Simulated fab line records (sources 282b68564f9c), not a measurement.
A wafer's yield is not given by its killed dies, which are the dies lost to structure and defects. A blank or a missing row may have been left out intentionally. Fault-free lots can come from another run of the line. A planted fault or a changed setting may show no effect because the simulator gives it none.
A struck lot beside a sound one -- flow rit_cmos -- 16 out of 202 route steps
Sound: wafers L249.3, L249.4, L249.5. Struck: wafer L264.5. (L264.1, L264.4 of the same lot were not struck and are left out.) The cause comes at the end.
At each step with rows: each side's tool, then ch and its chambers, then its first start. Under that, the readings that differ: sound wafers -- struck wafers -- difference of the means -- sigmas: that difference in standard deviations of wafers without a fault.
alike: words and numbers the same on both sides, and readings whose means are apart by under 2 such deviations; not compared: readings that were withheld, readings missing a value for some wafer, numbers with overlapping values and no deviation given by the record, and bounds like >300 which may hide the same value.
The two part at a step that has a row with sigmas, a row that says differs or no value, or rows on one side only. Numbers that have no deviation but don't overlap get no sigmas and don't part them. A reading that every wafer of one side lacks parts them only if that side has two wafers or more.

RIT_SDANNEAL_RTA_03: time 5 s.
  sound on rtp_anneal-02 ch 0, day 3 13:12; struck on rtp_anneal-01 ch 0, day 6 21:53
  alike: wafer_temp_C_max
RIT_SDANNEAL_RS_MEAS_04: the measuring method here is four-point-probe.
  sound on film_metro-03 at day 3 13:17; struck on film_metro-04 at day 6 21:56
  alike: PSD_RS
RIT_SDANNEAL_RS_MEAS_05: the measuring method here is four-point-probe.
  sound on film_metro-03 at day 3 13:24; struck on film_metro-04 at day 6 22:04
  alike: NSD_RS
RIT_SDANNEAL_RS_MEAS_06: the measuring method here is four-point-probe.
  sound on film_metro-03 at day 3 13:31; struck on film_metro-04 at day 6 22:11
  alike: PLDD_RS
RIT_SDANNEAL_RS_MEAS_07: the measuring method here is four-point-probe.
  sound on film_metro-03 at day 3 13:38; struck on film_metro-04 at day 6 22:18
  alike: NLDD_RS
then, 1 step without rows for these wafers: RIT_SILICIDE_WET_ETCH_00 (etches SiO2 in BOE, target depth 14 nm, time 15 s).
RIT_SILICIDE_SPUTTER_01: material Ti, target thk 30 nm, time 240 s.
  sound on pvd_sputter-04 at day 3 13:44; struck on pvd_sputter-04 at day 6 22:26
  alike: throttle_valve_pct
RIT_SILICIDE_RS_MEAS_02: the measuring method here is four-point-probe.
  sound on film_metro-04 at day 3 13:55; struck on film_metro-01 at day 6 22:35
  alike: SILICIDE_TI_RS
RIT_SILICIDE_THK_MEAS_03: measures by xrf.
  sound on film_metro-04 at day 3 14:01; struck on film_metro-01 at day 6 22:43
  alike: SILICIDE_TI_THK
RIT_SILICIDE_RTA_04: time 10 s, ramp up 5 s, ramp down 5 s.
  sound on rtp_anneal-01 ch 0, day 3 14:05; struck on rtp_anneal-02 ch 0, day 6 22:46
  alike: wafer_temp_C_max
then, 1 step without rows for these wafers: RIT_SILICIDE_WET_ETCH_05 (etches Ti in SPM, time 120 s).
RIT_SILICIDE_RTA_06: time 10 s, ramp up 5 s, ramp down 10 s.
  sound on rtp_anneal-02 ch 0, day 3 14:12; struck on rtp_anneal-01 ch 0, day 6 22:53
  alike: wafer_temp_C_max
RIT_CONTACT_CVD_00: deposits SiO2 from TEOS, target thk 400 nm, time 61 s.
  sound on pecvd-03 ch 0,1, day 3 14:14; struck on pecvd-03 ch 0, day 6 22:56
  alike: heater_power_w
RIT_CONTACT_THK_MEAS_01:
  sound on film_metro-04 at day 3 14:19; struck on film_metro-04 at day 6 23:00
reading,sound,struck,difference,sigmas
CONTACT_TEOS_THK (nm),396 400 398,326,-72,-13
then, 1 step without rows for these wafers: RIT_CONTACT_HMDS_02 (prime time 60 s).
RIT_M1_PROBE_99:
  sound on prober-02 at day 3 21:16; struck on prober-02 at day 7 05:44
  alike: killed_at_contacts, killed_at_front_end, killed_dies, killed_open, killed_short

== WHERE THEY PART ==
At RIT_CONTACT_THK_MEAS_01 and nowhere else, as far as this record goes. Later steps at which nothing parts them and some readings are alike: RIT_M1_PROBE_99.

WHY: what had been put in by the simulator
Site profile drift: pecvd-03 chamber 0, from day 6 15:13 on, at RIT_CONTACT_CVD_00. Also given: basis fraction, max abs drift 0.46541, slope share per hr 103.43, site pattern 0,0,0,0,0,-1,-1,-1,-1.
